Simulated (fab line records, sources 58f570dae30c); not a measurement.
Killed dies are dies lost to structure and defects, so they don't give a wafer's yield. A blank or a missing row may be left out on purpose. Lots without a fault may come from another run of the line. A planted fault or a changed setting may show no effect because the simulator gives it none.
fab line records | flow berkeley_cmos170 | part 1 of 2: steps 1 to 26 of 35
record lots=5 wafers=15 last_day=12
route steps=331 shown SPACER@174 PSD@175 NSD@187 BACKSIDE@199 SDANNEAL@204 PLDD@208
lots that met no fault: from a run of the same line without faults
start_h: hours from the record's first day to the start of the lot's first wafer shown | wait_h: hours since the lot's step before | " the same as in the row above | L1.1+2: a row that stands for several wafers | - no value, or no start given | * or withheld: withheld | < > ~ a bound
route shown NAME@n: a module of which the file shows steps, and the number in the route of the first | usual: mean/standard deviation of fault-free wafers | same: alike in all rows | chamber/n: place in a boat | sites: the reading at each site | _std_site: their standard deviation | _edge_site: outer sites' mean less inner sites' | radius_mm: how far each site lies from the wafer's centre | mask NAME#n: copy n | behind: the tool/chamber that last shaped the wafer | hold: why the lot was held/for how many hours/how that ended | device: the transistor (n, p or np) that didn't switch | end of line: the same wafers' tests at the end of the route | a step without rows: its recipe alone | killed: dies lost to structure and defects at the first sort, not the wafer's yield | map: a wafer's dies, x killed, . not, _ none there
set.NAME: the setting as run; set.NAME@STEP: as run at that earlier step | model.NAME: the simulator's own value behind a step, which no gauge read
lots at some steps of the route; a table a step, a row a wafer
services: from which hour (start_h, from the record's first day; less than 0 if before it) a tool's chamber was out of use, for how many hours, and why
## steps
# step UCB170_SPACER_ETCHBACK_03
# recipe stop_on=Si target=SiO2 chemistry=CHF3/CF4/Ar CHF3_flow_sccm=50 cf4_flow_sccm=10 Ar_flow_sccm=120 pressure_mtorr=200 rf_w=500 target_depth_a=3760 time_s=100
# usual drypump_motor_current_A=5.5/0.43 oes_product_au=0.901/0.016 throttle_valve_pct=6.51/0.094
# columns lot.wafer tool chamber start_h wait_h drypump_motor_current_A oes_product_au rf_hours_counter_h throttle_valve_pct
L079.3 rie_diel-01 3 195.25 0.0 5.1 0.906 16 6.47
L079.4 " 0 " " 5.2 0.904 101 6.37
L079.5 " 1 " " 5.5 0.891 - 6.67
L084.1 rie_diel-03 1 214.91 0.0 6.1 0.877 11 6.63
L084.5 " 1 " " 6.1 0.887 - 6.63
L084.6 " 3 " " 5.9 0.915 - 6.39
L087.1 rie_diel-02 1 238.26 0.0 5.3 0.896 14 6.50
L087.3 " 0 " " 6.4 0.934 54 6.43
L087.6 " 0 " " 6.4 0.939 - 6.43
L093.1 rie_diel-02 3 265.99 0.0 5.6 0.885 11 6.54
L093.5 " 0 " " 6.4 0.930 - 6.43
L093.6 " 1 " " 5.3 0.915 - 6.51
L094.1 rie_diel-01 1 265.99 0.0 5.5 0.901 39 6.68
L094.2 " 0 " " 5.2 0.893 104 6.38
L094.4 " 2 " " 5.0 0.934 110 6.46
# step UCB170_PSD_HMDS_00
# recipe prime_time_s=60 prime_temp_c=100
# usual chill_plate_temp_C=23.00/0.11
# same prime_time_s=60
# columns lot.wafer tool chamber start_h wait_h chill_plate_temp_C
L079.3 litho_track-02 0 195.90 0.6 23.05
L079.4 " 0 " " 23.12
L079.5 " 0 " " 22.91
L084.1 litho_track-02 0 214.98 0.0 23.13
L084.5 " 0 " " 23.25
L084.6 " 0 " " 23.17
L087.1 litho_track-03 0 238.33 0.0 22.97
L087.3 " 0 " " 23.04
L087.6 " 0 " " 22.76
L094.1 litho_track-01 0 266.29 0.3 22.75
L094.2 " 0 " " 22.95
L094.4 " 0 " " 22.82
L093.1 litho_track-03 0 266.38 0.4 22.96
L093.5 " 0 " " 22.95
L093.6 " 0 " " 22.95
# step UCB170_PSD_COAT_01
# recipe resist=KrF spin_rpm=1500 resist_thk_nm=900
# usual chill_plate_temp_C=22.99/0.11
# columns lot.wafer tool chamber start_h wait_h chill_plate_temp_C
L079.3 litho_track-02 0 196.05 0.1 23.02
L079.4 " 0 " " 23.11
L079.5 " 0 " " 23.07
L084.1 litho_track-02 0 215.13 0.1 23.05
L084.5 " 0 " " 23.14
L084.6 " 0 " " 22.99
L087.1 litho_track-03 0 238.48 0.1 22.84
L087.3 " 0 " " 22.85
L087.6 " 0 " " 22.99
L094.1 litho_track-01 0 266.44 0.1 23.12
L094.2 " 0 " " 23.06
L094.4 " 0 " " 22.97
L093.1 litho_track-03 0 266.53 0.1 22.89
L093.5 " 0 " " 23.01
L093.6 " 0 " " 23.00
# step UCB170_PSD_SOFTBAKE_02
# recipe resist=KrF temp_c=130 time_s=60
# usual chill_plate_temp_C=23.00/0.1
# columns lot.wafer tool chamber start_h wait_h chill_plate_temp_C
L079.3 litho_track-02 0 196.20 0.1 23.16
L079.4 " 0 " " 23.08
L079.5 " 0 " " 23.20
L084.1 litho_track-02 0 215.28 0.1 22.96
L084.5 " 0 " " 23.11
L084.6 " 0 " " 22.91
L087.1 litho_track-03 0 238.63 0.1 22.99
L087.3 " 0 " " 23.08
L087.6 " 0 " " 22.89
L094.1 litho_track-01 0 266.59 0.1 22.86
L094.2 " 0 " " 22.90
L094.4 " 0 " " 23.04
L093.1 litho_track-03 0 266.68 0.1 22.98
L093.5 " 0 " " 22.73
L093.6 " 0 " " 22.92
# step UCB170_PSD_EXPOSE_03
# recipe mask_id=PSELECT_MOD na=0.5 sigma_outer=0.6 source_shape=conventional target_cd_nm=1200 dose_mj=30
# usual stage_vel_mm_s=500.02/0.25
# columns lot.wafer tool chamber start_h wait_h mask stage_vel_mm_s
L079.3 krf_scanner-02 0 196.46 0.2 PSELECT_MOD#0 499.96
L079.4 " 0 " " PSELECT_MOD#0 500.08
L079.5 " 0 " " PSELECT_MOD#0 499.78
L084.1 krf_scanner-02 0 215.55 0.2 PSELECT_MOD#0 500.10
L084.5 " 0 " " PSELECT_MOD#0 499.93
L084.6 " 0 " " PSELECT_MOD#0 500.05
L087.1 krf_scanner-02 0 239.02 0.4 PSELECT_MOD#0 499.71
L087.3 " 0 " " PSELECT_MOD#0 499.82
L087.6 " 0 " " PSELECT_MOD#0 499.59
L094.1 krf_scanner-02 0 266.82 0.2 PSELECT_MOD#0 499.89
L094.2 " 0 " " PSELECT_MOD#0 499.53
L094.4 " 0 " " PSELECT_MOD#0 499.60
L093.1 krf_scanner-02 0 266.94 0.2 PSELECT_MOD#0 500.29
L093.5 " 0 " " PSELECT_MOD#0 500.41
L093.6 " 0 " " PSELECT_MOD#0 499.86
# step UCB170_PSD_PEB_04
# recipe peb_temp_c=130 peb_time_s=withheld resist=KrF
# usual chill_plate_temp_C=22.99/0.099
# columns lot.wafer tool chamber start_h wait_h chill_plate_temp_C
L079.3 litho_track-02 0 197.07 0.6 22.87
L079.4 " 0 " " 23.01
L079.5 " 0 " " 22.99
L084.1 litho_track-03 0 215.67 0.1 22.95
L084.5 " 0 " " 23.00
L084.6 " 0 " " 23.06
L087.1 litho_track-03 0 239.23 0.2 22.93
L087.3 " 0 " " 22.96
L087.6 " 0 " " 23.04
L094.1 litho_track-03 0 267.28 0.4 22.95
L094.2 " 0 " " 23.11
L094.4 " 0 " " 23.07
L093.1 litho_track-01 0 267.46 0.5 22.79
L093.5 " 0 " " 23.02
L093.6 " 0 " " 22.86
# step UCB170_PSD_DEVELOP_05
# recipe developer=TMAH develop_time_s=45 resist=KrF dev_temp_c=21
# usual chill_plate_temp_C=22.98/0.1
# columns lot.wafer tool chamber start_h wait_h chill_plate_temp_C
L079.3 litho_track-02 0 - - 22.89
L079.4 " 0 " " 22.97
L079.5 " 0 " " 22.96
L084.1 litho_track-03 0 - - 23.16
L084.5 " 0 " " 22.87
L084.6 " 0 " " 22.96
L087.1 litho_track-03 0 - - 22.93
L087.3 " 0 " " 22.83
L087.6 " 0 " " 22.89
L094.1 litho_track-03 0 - - 22.85
L094.2 " 0 " " 22.87
L094.4 " 0 " " 22.89
L093.1 litho_track-01 0 - - 22.85
L093.5 " 0 " " 23.01
L093.6 " 0 " " 22.98
# step UCB170_PSD_CD_MEAS_06
# recipe target_cd_nm=1200
# usual cd_nm=1199.7/1.5
# columns lot.wafer tool chamber start_h wait_h cd_nm
L079.3 cd_sem-01 - 197.34 - 1200.1
L079.4 " - " " 1200.0
L079.5 " - " " 1199.8
L084.1 cd_sem-02 - 215.94 - 1198.9
L084.5 " - " " 1199.7
L084.6 " - " " 1199.3
L087.1 cd_sem-02 - 239.51 - 1195.5
L087.3 " - " " 1196.8
L087.6 " - " " 1196.3
L094.1 cd_sem-02 - 267.56 - 1199.0
L094.2 " - " " 1199.1
L094.4 " - " " 1200.2
L093.1 cd_sem-01 - 267.74 - 1199.4
L093.5 " - " " 1201.1
L093.6 " - " " 1199.1
# step UCB170_PSD_OVL_MEAS_07
# usual PSD_OVL=-1/5.8
# columns lot.wafer tool chamber start_h wait_h PSD_OVL[nm]
L079.3 overlay-01 - 197.43 0.1 -11
L079.4 " - " " -16
L079.5 " - " " -11
L084.1 overlay-01 - 216.06 0.1 -15
L084.5 " - " " -16
L084.6 " - " " -8
L087.1 overlay-01 - 239.63 0.1 -4
L087.3 " - " " 0
L087.6 " - " " -10
L094.1 overlay-01 - 267.68 0.1 -5
L094.2 " - " " 7
L094.4 " - " " 0
L093.1 overlay-02 - 267.86 0.1 -4
L093.5 " - " " -2
L093.6 " - " " 0
# step UCB170_PSD_IMPLANT_08
# recipe species=B dose_cm2=3e+15 energy_kev=20 tilt_deg=7
# same implant_ion_amu=11
# columns lot.wafer tool chamber start_h wait_h
L079.3+4+5 implanter-02 0 197.50 0.1
L084.1+5+6 implanter-02 0 216.10 0.0
L087.1+3+6 implanter-01 0 239.66 0.0
L094.1+2+4 implanter-03 0 267.71 0.0
L093.1+5+6 implanter-02 0 267.90 0.0
# step UCB170_PSD_STRIP_09
# recipe chemistry=O2 power_w=400 pressure_mtorr=3500 platen_temp_c=withheld o2_flow_sccm=400 overash_fraction=0.5
# usual drypump_motor_current_A=6.22/0.28 oes_product_au=0.601/0.005 strip_time_to_endpoint_s=29.37/0.073
# same overash_fraction=0.5
# columns lot.wafer tool chamber start_h wait_h drypump_motor_current_A oes_product_au rf_hours_counter_h strip_time_to_endpoint_s
L079.3 plasma_asher-02 1 197.64 0.1 6.59 0.596 - 29.38
L079.4 " 0 " " 6.36 0.593 - 29.43
L079.5 " 1 " " 6.59 0.595 - 29.36
L084.1 plasma_asher-02 1 216.25 0.1 6.56 0.604 45 29.29
L084.5 " 1 " " 6.56 0.598 - 29.27
L084.6 " 0 " " 6.36 0.603 - 29.23
L087.1 plasma_asher-02 1 239.81 0.1 6.55 0.599 48 29.27
L087.3 " 0 " " 6.38 0.596 - 29.41
L087.6 " 1 " " 6.52 0.602 - 29.34
L094.1 plasma_asher-01 0 267.86 0.1 6.17 0.598 52 29.45
L094.2 " 1 " " 6.33 0.606 52 29.41
L094.4 " 0 " " 6.17 0.598 - 29.49
L093.1 plasma_asher-04 1 268.05 0.1 5.95 0.604 54 29.25
L093.5 " 0 " " 5.70 0.606 - 29.25
L093.6 " 1 " " 5.98 0.594 - 29.26
# step UCB170_PSD_TW_MEAS_10
# usual PSD_TW=2376/26
# columns lot.wafer tool chamber start_h wait_h PSD_TW
L079.3 film_metro-04 - 197.72 0.1 2312
L079.4 " - " " 2319
L079.5 " - " " 2309
L084.1 film_metro-02 - 216.35 0.1 2366
L084.5 " - " " 2371
L084.6 " - " " 2378
L087.1 film_metro-03 - 239.91 0.1 2386
L087.3 " - " " 2383
L087.6 " - " " 2396
L094.1 film_metro-02 - 267.96 0.1 2374
L094.2 " - " " 2382
L094.4 " - " " 2353
L093.1 film_metro-02 - 268.15 0.1 2365
L093.5 " - " " 2366
L093.6 " - " " 2374
# step UCB170_PSD_CLEAN_11
# recipe chemistry=SPM temp_c=120 time_s=600
# columns lot.wafer tool chamber start_h wait_h
L079.3+4+5 wet_bench-04 0 197.76 0.0
L084.1+5+6 wet_bench-04 0 218.24 1.9
L087.1+3+6 wet_bench-04 3 239.97 0.1
L094.1+2+4 wet_bench-01 3 268.02 0.1
L093.1+5+6 wet_bench-01 2 268.37 0.2
# step UCB170_NSD_HMDS_00
# recipe prime_time_s=60 prime_temp_c=100
# usual chill_plate_temp_C=23.00/0.095
# same prime_time_s=60
# columns lot.wafer tool chamber start_h wait_h chill_plate_temp_C
L079.3 litho_track-03 0 198.23 0.3 23.04
L079.4 " 0 " " 23.16
L079.5 " 0 " " 23.06
L084.1 litho_track-01 0 218.43 0.0 23.09
L084.5 " 0 " " 23.01
L084.6 " 0 " " 23.04
L087.1 litho_track-04 0 240.15 0.0 23.18
L087.3 " 0 " " 23.12
L087.6 " 0 " " 23.16
L094.1 litho_track-01 0 268.29 0.1 23.05
L094.2 " 0 " " 22.86
L094.4 " 0 " " 23.02
L093.1 litho_track-04 0 268.77 0.2 22.91
L093.5 " 0 " " 23.18
L093.6 " 0 " " 23.05
# step UCB170_NSD_COAT_01
# recipe resist=KrF spin_rpm=1500 resist_thk_nm=900
# usual chill_plate_temp_C=22.98/0.11
# columns lot.wafer tool chamber start_h wait_h chill_plate_temp_C
L079.3 litho_track-03 0 198.38 0.1 23.05
L079.4 " 0 " " 23.01
L079.5 " 0 " " 22.90
L084.1 litho_track-01 0 218.58 0.1 22.91
L084.5 " 0 " " 22.93
L084.6 " 0 " " 22.95
L087.1 litho_track-04 0 240.30 0.1 22.89
L087.3 " 0 " " 22.87
L087.6 " 0 " " 22.82
L094.1 litho_track-01 0 268.44 0.1 22.71
L094.2 " 0 " " 22.94
L094.4 " 0 " " 22.97
L093.1 litho_track-04 0 268.92 0.1 22.89
L093.5 " 0 " " 23.17
L093.6 " 0 " " 22.78
# step UCB170_NSD_SOFTBAKE_02
# recipe resist=KrF temp_c=130 time_s=60
# usual chill_plate_temp_C=22.98/0.11
# columns lot.wafer tool chamber start_h wait_h chill_plate_temp_C
L079.3 litho_track-03 0 198.53 0.1 23.07
L079.4 " 0 " " 23.31
L079.5 " 0 " " 23.05
L084.1 litho_track-01 0 218.73 0.1 22.88
L084.5 " 0 " " 23.05
L084.6 " 0 " " 22.85
L087.1 litho_track-04 0 240.45 0.1 22.95
L087.3 " 0 " " 23.00
L087.6 " 0 " " 22.92
L094.1 litho_track-01 0 268.59 0.1 23.05
L094.2 " 0 " " 22.74
L094.4 " 0 " " 23.03
L093.1 litho_track-04 0 269.07 0.1 23.06
L093.5 " 0 " " 23.04
L093.6 " 0 " " 22.94
# step UCB170_NSD_EXPOSE_03
# recipe mask_id=NSELECT_MOD na=0.5 sigma_outer=0.6 source_shape=conventional target_cd_nm=1200 dose_mj=30
# usual stage_vel_mm_s=500.00/0.28
# columns lot.wafer tool chamber start_h wait_h mask stage_vel_mm_s
L079.3 krf_scanner-02 0 198.71 0.2 NSELECT_MOD#0 499.79
L079.4 " 0 " " NSELECT_MOD#0 500.07
L079.5 " 0 " " NSELECT_MOD#0 499.61
L084.1 krf_scanner-01 0 219.00 0.2 NSELECT_MOD#0 499.64
L084.5 " 0 " " NSELECT_MOD#0 499.74
L084.6 " 0 " " NSELECT_MOD#0 500.36
L087.1 krf_scanner-01 0 240.94 0.5 NSELECT_MOD#0 499.75
L087.3 " 0 " " NSELECT_MOD#0 499.98
L087.6 " 0 " " NSELECT_MOD#0 499.91
L094.1 krf_scanner-02 0 268.74 0.1 NSELECT_MOD#0 500.13
L094.2 " 0 " " NSELECT_MOD#0 499.81
L094.4 " 0 " " NSELECT_MOD#0 500.02
L093.1 krf_scanner-02 0 269.31 0.2 NSELECT_MOD#0 499.78
L093.5 " 0 " " NSELECT_MOD#0 500.03
L093.6 " 0 " " NSELECT_MOD#0 499.96
# step UCB170_NSD_PEB_04
# recipe peb_temp_c=130 peb_time_s=withheld resist=KrF
# usual chill_plate_temp_C=23.00/0.098
# columns lot.wafer tool chamber start_h wait_h chill_plate_temp_C
L079.3 litho_track-01 0 199.03 0.3 22.95
L079.4 " 0 " " 22.83
L079.5 " 0 " " 23.04
L084.1 litho_track-04 0 219.27 0.3 22.85
L084.5 " 0 " " 22.93
L084.6 " 0 " " 22.84
L087.1 litho_track-01 0 241.17 0.2 23.17
L087.3 " 0 " " 23.15
L087.6 " 0 " " 23.06
L094.1 litho_track-03 0 268.86 0.1 23.08
L094.2 " 0 " " 22.90
L094.4 " 0 " " 22.89
L093.1 litho_track-04 0 269.42 0.1 22.98
L093.5 " 0 " " 23.10
L093.6 " 0 " " 23.03
# step UCB170_NSD_DEVELOP_05
# recipe developer=TMAH develop_time_s=45 resist=KrF dev_temp_c=21
# usual chill_plate_temp_C=23.00/0.1
# columns lot.wafer tool chamber start_h wait_h chill_plate_temp_C
L079.3 litho_track-01 0 - - 22.87
L079.4 " 0 " " 22.98
L079.5 " 0 " " 22.97
L084.1 litho_track-04 0 - - 23.02
L084.5 " 0 " " 22.89
L084.6 " 0 " " 23.03
L087.1 litho_track-01 0 - - 23.04
L087.3 " 0 " " 23.00
L087.6 " 0 " " 23.06
L094.1 litho_track-03 0 - - 23.02
L094.2 " 0 " " 22.98
L094.4 " 0 " " 22.91
L093.1 litho_track-04 0 - - 22.96
L093.5 " 0 " " 22.87
L093.6 " 0 " " 23.13
# step UCB170_NSD_CD_MEAS_06
# recipe target_cd_nm=1200
# usual cd_nm=1200.3/1.5
# columns lot.wafer tool chamber start_h wait_h cd_nm
L079.3 cd_sem-02 - 199.29 - 1200.1
L079.4 " - " " 1201.1
L079.5 " - " " 1200.3
L084.1 cd_sem-02 - 219.55 - 1198.4
L084.5 " - " " 1200.7
L084.6 " - " " 1199.7
L087.1 cd_sem-01 - 241.44 - 1199.6
L087.3 " - " " 1199.4
L087.6 " - " " 1199.0
L094.1 cd_sem-02 - 269.13 - 1200.1
L094.2 " - " " 1198.9
L094.4 " - " " 1200.3
L093.1 cd_sem-02 - 269.70 - 1200.8
L093.5 " - " " 1200.7
L093.6 " - " " 1200.1
# step UCB170_NSD_OVL_MEAS_07
# usual NSD_OVL=0/5.5
# columns lot.wafer tool chamber start_h wait_h NSD_OVL[nm]
L079.3 overlay-02 - 199.38 0.1 0
L079.4 " - " " 7
L079.5 " - " " -1
L084.1 overlay-01 - 219.67 0.1 4
L084.5 " - " " 0
L084.6 " - " " -8
L087.1 overlay-01 - 241.56 0.1 2
L087.3 " - " " 4
L087.6 " - " " 3
L094.1 overlay-01 - 269.25 0.1 5
L094.2 " - " " 4
L094.4 " - " " 4
L093.1 overlay-01 - 269.82 0.1 1
L093.5 " - " " 0
L093.6 " - " " -1
# step UCB170_NSD_IMPLANT_08
# recipe species=P dose_cm2=3e+15 energy_kev=40 tilt_deg=7
# same implant_ion_amu=31
# columns lot.wafer tool chamber start_h wait_h
L079.3+4+5 implanter-03 0 199.46 0.1
L084.1+5+6 implanter-03 0 219.71 0.0
L087.1+3+6 implanter-01 0 241.60 0.0
L094.1+2+4 implanter-04 0 269.29 0.0
L093.1+5+6 implanter-03 0 269.85 0.0
# step UCB170_NSD_STRIP_09
# recipe chemistry=O2 power_w=400 pressure_mtorr=3500 platen_temp_c=withheld o2_flow_sccm=400 overash_fraction=0.5
# usual drypump_motor_current_A=6.1/0.33 oes_product_au=0.534/0.0048 strip_time_to_endpoint_s=35.81/0.082
# same overash_fraction=0.5
# columns lot.wafer tool chamber start_h wait_h drypump_motor_current_A oes_product_au rf_hours_counter_h strip_time_to_endpoint_s
L079.3 plasma_asher-04 1 199.59 0.1 6.0 0.542 - 35.76
L079.4 " 0 " " 5.7 0.533 - 35.84
L079.5 " 1 " " 6.0 0.535 - 35.86
L084.1 plasma_asher-03 1 219.86 0.1 5.7 0.542 10 35.83
L084.5 " 0 " " 6.4 0.534 - 35.87
L084.6 " 1 " " 5.8 0.530 - 35.93
L087.1 plasma_asher-02 0 241.75 0.1 6.4 0.538 48 35.85
L087.3 " 1 " " 6.6 0.533 - 35.78
L087.6 " 1 " " 6.6 0.533 - 35.86
L094.1 plasma_asher-04 0 269.44 0.1 5.7 0.530 55 35.94
L094.2 " 1 " " 6.0 0.535 55 35.94
L094.4 " 0 " " 5.7 0.531 - 35.88
L093.1 plasma_asher-03 1 270.00 0.1 5.8 0.534 16 35.71
L093.5 " 1 " " 5.8 0.532 - 35.79
L093.6 " 0 " " 6.4 0.534 - 35.81
# step UCB170_NSD_TW_MEAS_10
# usual NSD_TW=4248/58
# columns lot.wafer tool chamber start_h wait_h NSD_TW
L079.3 film_metro-04 - 199.68 0.1 4174
L079.4 " - " " 4172
L079.5 " - " " 4165
L084.1 film_metro-02 - 219.96 0.1 4290
L084.5 " - " " 4272
L084.6 " - " " 4283
L087.1 film_metro-02 - 241.85 0.1 4289
L087.3 " - " " 4277
L087.6 " - " " 4284
L094.1 film_metro-02 - 269.54 0.1 4275
L094.2 " - " " 4279
L094.4 " - " " 4259
L093.1 film_metro-03 - 270.12 0.1 4311
L093.5 " - " " 4296
L093.6 " - " " 4304
# step UCB170_NSD_CLEAN_11
# recipe chemistry=SPM temp_c=120 time_s=600
# columns lot.wafer tool chamber start_h wait_h
L079.3+4+5 wet_bench-03 2 199.72 0.0
L084.1+5+6 wet_bench-03 2 220.02 0.1
L087.1+3+6 wet_bench-01 2 241.91 0.1
L094.1+2+4 wet_bench-03 3 269.60 0.1
L093.1+5+6 wet_bench-04 0 270.18 0.1
# step UCB170_BACKSIDE_HMDS_00
# recipe prime_time_s=60 prime_temp_c=100
# usual chill_plate_temp_C=23.00/0.11
# same prime_time_s=60
# columns lot.wafer tool chamber start_h wait_h chill_plate_temp_C
L079.3 litho_track-04 0 200.10 0.2 23.10
L079.4 " 0 " " 22.99
L079.5 " 0 " " 22.95
L084.1 litho_track-01 0 220.19 0.0 23.00
L084.5 " 0 " " 23.00
L084.6 " 0 " " 23.04
L087.1 litho_track-02 0 242.15 0.1 22.78
L087.3 " 0 " " 22.84
L087.6 " 0 " " 22.95
L094.1 litho_track-01 0 269.77 0.0 22.95
L094.2 " 0 " " 22.97
L094.4 " 0 " " 22.98
L093.1 litho_track-02 0 270.40 0.0 22.87
L093.5 " 0 " " 23.00
L093.6 " 0 " " 22.95
